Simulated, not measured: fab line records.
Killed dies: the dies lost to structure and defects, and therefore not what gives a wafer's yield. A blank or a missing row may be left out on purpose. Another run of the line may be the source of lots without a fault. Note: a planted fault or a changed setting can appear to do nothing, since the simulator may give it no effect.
2 desks, one fault	flow rit-cmos	each desk has only its own numbers; what lay behind them comes last

## THE METROLOGY DESK
Means of the sampled wafers that have a number, per lot and without regard to the tool the lot ran on: this is what the gauges read. Marked OUT: a lot whose mean sits more than 4 standard deviations from the usual mean, which makes it out of limits; the brackets give that distance.
Columns: A = SPACER_NITRIDE_THK at RIT_SPACER_THK_MEAS_04, usual 249.3 nm
lot	first seen here	A
L224	day 2 23:17	247.7
L225	day 3 03:33	247.6
L226	day 3 07:15	248.4
L227	day 3 13:01	247.9
L228	day 3 19:04	251.3
L229	day 4 05:56	252.6
L230	day 4 10:58	254.8
L231	day 4 11:19	247.0
L236	day 5 15:53	148.1 (-37) OUT
L237	day 5 21:35	149.4 (-37) OUT
L240	day 6 06:14	248.9
L247	day 7 17:11	246.8
Per this desk, out of limits: L236, L237; the first was L236, day 5 15:53 (SPACER_NITRIDE_THK at RIT_SPACER_THK_MEAS_04). Within limits: L224, L225, L226, L227, L228, L229, L230, L231, L240, L247.

## TOOL OWNER'S DESK, lpcvd-02
The tool's own readings at RIT_SPACER_CVD_03 (deposits Si3N4 from SiH2Cl2/NH3, target thk 250 nm, time 3300 s): means of the sampled wafers that have a number, for each lot that ran on this tool. Marked OUT: a lot whose mean sits more than 4 standard deviations from the usual mean, which makes it out of limits; the brackets give that distance.
Columns: A = pressure-mtorr at RIT_SPACER_CVD_03, usual 300.1 mTorr; B = zone-power-centre-pct at RIT_SPACER_CVD_03, usual 36 %
lot	first seen here	A	B
L225	day 3 01:38	300.0	30
L226	day 3 05:19	299.9	30
L231	day 4 09:23	300.5	30
L236	day 5 13:01	300.0	30
L237	day 5 19:40	299.6	37
Result from this desk: across the 5 lots, nothing is out of limits.

## BROUGHT TOGETHER
L236, L237 would have let the metrology desk raise an alarm at day 5 15:53.
The tool owner's desk saw nothing out of limits.
On record at the tool owner's desk: L236, L237, within its limits.
Every lot named ran RIT_SPACER_CVD_03 on lpcvd-02.

## WHAT HAD BEEN PUT IN BY THE SIMULATOR
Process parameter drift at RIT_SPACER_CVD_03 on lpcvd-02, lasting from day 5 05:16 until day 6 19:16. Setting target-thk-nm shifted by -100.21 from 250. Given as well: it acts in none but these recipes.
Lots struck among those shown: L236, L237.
Hours from the fault's start to each desk's first reading out of limits: the metrology desk, 11.
